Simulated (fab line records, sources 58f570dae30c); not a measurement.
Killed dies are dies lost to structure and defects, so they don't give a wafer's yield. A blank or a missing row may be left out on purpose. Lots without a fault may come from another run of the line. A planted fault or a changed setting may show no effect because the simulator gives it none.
Which tool did it? | flow berkeley_cmos170 | 14 lots, 42 wafers sampled, at 4 steps of a route of 331

WHAT THE GAUGES READ, wafer by wafer
UCB170_V2_OVL_MEAS_13. Usual: V2_OVL -1 nm, standard deviation 4.8.
lot  | measured     | on         | V2_OVL (nm) | flag
L131 | day 8 13:07  | overlay-01 | 3 -4 4      |
L135 | day 9 18:25  | overlay-01 | -6 -7 5     |
L136 | day 9 18:53  | overlay-02 | 2 2 1       |
L139 | day 10 14:11 | overlay-02 | 5 4 4       |
L141 | day 11 01:13 | overlay-01 | -4 1 3      |
L147 | day 12 03:04 | overlay-02 | -1 0 2      |
L146 | day 12 02:35 | overlay-02 | -2 -2 -2    |
L144 | day 12 01:07 | overlay-02 | 0 -5 -7     |
L148 | day 12 13:05 | overlay-02 | -9 -1 -2    |
L149 | day 12 15:39 | overlay-01 | 0 5 8       |
L150 | day 12 14:46 | overlay-01 | -1 -5 -1    |
L151 | day 12 21:34 | overlay-02 | 3 9 7       |
L153 | day 12 19:08 | overlay-02 | 2 2 1       |
L152 | day 13 00:37 | overlay-01 | 1 3 -4      |

WHICH TOOL RAN EACH LOT (tool, then ch and the chambers of the sampled wafers, then the start)
lot  | UCB170_PWELL_CLEAN_18          | UCB170_M1_STRIP_13                   | UCB170_M2_STRIP_07
L131 | wet_bench-04 ch 0, day 3 07:24 | plasma_asher-01 ch 1, day 8 04:07    | plasma_asher-01 ch 0,1, day 8 08:44
L135 | wet_bench-04 ch 1, day 4 01:40 | plasma_asher-03 ch 0,1, day 9 04:17  | plasma_asher-01 ch 0,1, day 9 10:42
L136 | wet_bench-04 ch 0, day 4 07:27 | plasma_asher-01 ch 0,1, day 9 05:29  | plasma_asher-03 ch 0,1, day 9 10:49
L139 | wet_bench-02 ch 1, day 5 03:23 | plasma_asher-03 ch 0,1, day 10 05:01 | plasma_asher-01 ch 0,1, day 10 09:53
L141 | wet_bench-02 ch 1, day 5 15:04 | plasma_asher-04 ch 0,1, day 10 15:53 | plasma_asher-03 ch 0,1, day 10 20:46
L147 | wet_bench-04 ch 0, day 6 16:01 | plasma_asher-01 ch 0,1, day 11 17:38 | plasma_asher-01 ch 0,1, day 11 23:31
L146 | wet_bench-02 ch 0, day 6 16:08 | plasma_asher-04 ch 0,1, day 11 17:14 | plasma_asher-01 ch 0,1, day 11 22:23
L144 | wet_bench-02 ch 3, day 6 16:19 | plasma_asher-03 ch 0,1, day 11 16:02 | plasma_asher-01 ch 0,1, day 11 21:19
L148 | wet_bench-04 ch 0, day 6 23:23 | plasma_asher-04 ch 0,1, day 11 23:14 | plasma_asher-03 ch 0, day 12 04:08
L149 | wet_bench-04 ch 1, day 6 23:37 | plasma_asher-04 ch 0,1, day 12 01:00 | plasma_asher-01 ch 0,1, day 12 09:45
L150 | wet_bench-04 ch 0, day 7 08:54 | plasma_asher-03 ch 0,1, day 11 23:43 | plasma_asher-01 ch 1, day 12 09:17
L151 | wet_bench-04 ch 1, day 7 19:37 | plasma_asher-03 ch 0,1, day 12 11:58 | plasma_asher-03 ch 0,1, day 12 17:06
L153 | wet_bench-04 ch 1, day 7 19:51 | plasma_asher-04 ch 0,1, day 12 08:40 | plasma_asher-03 ch 0, day 12 15:08
L152 | wet_bench-03 ch 1, day 7 19:58 | plasma_asher-04 ch 0,1, day 12 12:15 | plasma_asher-03 ch 0,1, day 12 20:37
- UCB170_PWELL_CLEAN_18: cleans in SPM, time 600 s.
- UCB170_M1_STRIP_13: strips in O2.
- UCB170_M2_STRIP_07: strips in O2.

WHAT THE TOOLS THEMSELVES READ (means of the sampled wafers that have a number; where no wafer has one, the mark that the record gives instead)
UCB170_M1_STRIP_13. Usual: drypump_motor_current_A 5.7 A, standard deviation 0.51; o2_flow_sccm 400.0 sccm, standard deviation 1.2; oes_product_au 0.720 a.u., standard deviation 0.0039.
lot  | tool            | drypump_motor_current_A (A) | o2_flow_sccm (sccm) | oes_product_au (a.u.) | flag
L131 | plasma_asher-01 | 6.0                         | 399.6               | 0.720                 |
L135 | plasma_asher-03 | 5.0                         | 399.7               | 0.724                 |
L136 | plasma_asher-01 | 6.0                         | 399.2               | 0.718                 |
L139 | plasma_asher-03 | 5.1                         | 400.0               | 0.716                 |
L141 | plasma_asher-04 | 6.1                         | 400.0               | 0.714                 |
L147 | plasma_asher-01 | 6.0                         | 398.7               | 0.721                 |
L146 | plasma_asher-04 | 5.9                         | 400.6               | 0.723                 |
L144 | plasma_asher-03 | 4.9                         | 399.3               | 0.721                 |
L148 | plasma_asher-04 | 5.9                         | 400.0               | 0.720                 |
L149 | plasma_asher-04 | 6.1                         | 398.6               | 0.722                 |
L150 | plasma_asher-03 | 5.1                         | 400.1               | 0.719                 |
L151 | plasma_asher-03 | 5.1                         | 398.8               | 0.722                 |
L153 | plasma_asher-04 | 5.9                         | 400.7               | 0.719                 |
L152 | plasma_asher-04 | 6.1                         | 399.4               | 0.723                 |

UCB170_M2_STRIP_07. Usual: drypump_motor_current_A 5.6 A, standard deviation 0.53; o2_flow_sccm 400.0 sccm, standard deviation 1.3; oes_product_au 0.735 a.u., standard deviation 0.0046; strip_time_to_endpoint_s 22.00 s, standard deviation 0.062.
lot  | tool            | drypump_motor_current_A (A) | o2_flow_sccm (sccm) | oes_product_au (a.u.) | strip_time_to_endpoint_s (s) | flag
L131 | plasma_asher-01 | 6.0                         | 400.0               | 0.736                 | 21.90                        |
L135 | plasma_asher-01 | 5.9                         | 400.3               | 0.735                 | 22.06                        |
L136 | plasma_asher-03 | 4.9                         | 400.0               | 0.732                 | 21.94                        |
L139 | plasma_asher-01 | 6.0                         | 400.4               | 0.738                 | 21.97                        |
L141 | plasma_asher-03 | 5.0                         | 399.7               | 0.736                 | 21.95                        |
L147 | plasma_asher-01 | 5.9                         | 400.1               | 0.734                 | 21.92                        |
L146 | plasma_asher-01 | 5.9                         | 399.4               | 0.742                 | 21.95                        |
L144 | plasma_asher-01 | 5.9                         | 400.3               | 0.736                 | 22.00                        |
L148 | plasma_asher-03 | 4.8                         | 399.8               | 0.731                 | 21.96                        |
L149 | plasma_asher-01 | 5.9                         | 399.5               | 0.736                 | 22.08                        |
L150 | plasma_asher-01 | 6.0                         | 399.5               | 0.733                 | 21.98                        |
L151 | plasma_asher-03 | 4.9                         | 399.4               | 0.738                 | 21.99                        |
L153 | plasma_asher-03 | 4.8                         | 402.2               | 0.738                 | 22.09                        |
L152 | plasma_asher-03 | 5.1                         | 401.2               | 0.734                 | 22.00                        |

THE ANSWER, worked out from the rows above alone
Rule: a lot is off if the mean of its wafers that have a number lies more than 3 standard deviations from the usual mean. A lot without any number at a reading at which 4 lots or more have one is off too. The other lots that the step has rows for count as sound. The gauges are gone through in route order, then the tools' own readings, and for those a lot's mean is taken as printed above. The first step at which some lot is off is used, and at that step the reading that is off furthest; a lot without a number counts as furthest.
No lot is off at any reading shown: from this, nothing can be told.

WHAT THE SIMULATOR HAD PUT IN
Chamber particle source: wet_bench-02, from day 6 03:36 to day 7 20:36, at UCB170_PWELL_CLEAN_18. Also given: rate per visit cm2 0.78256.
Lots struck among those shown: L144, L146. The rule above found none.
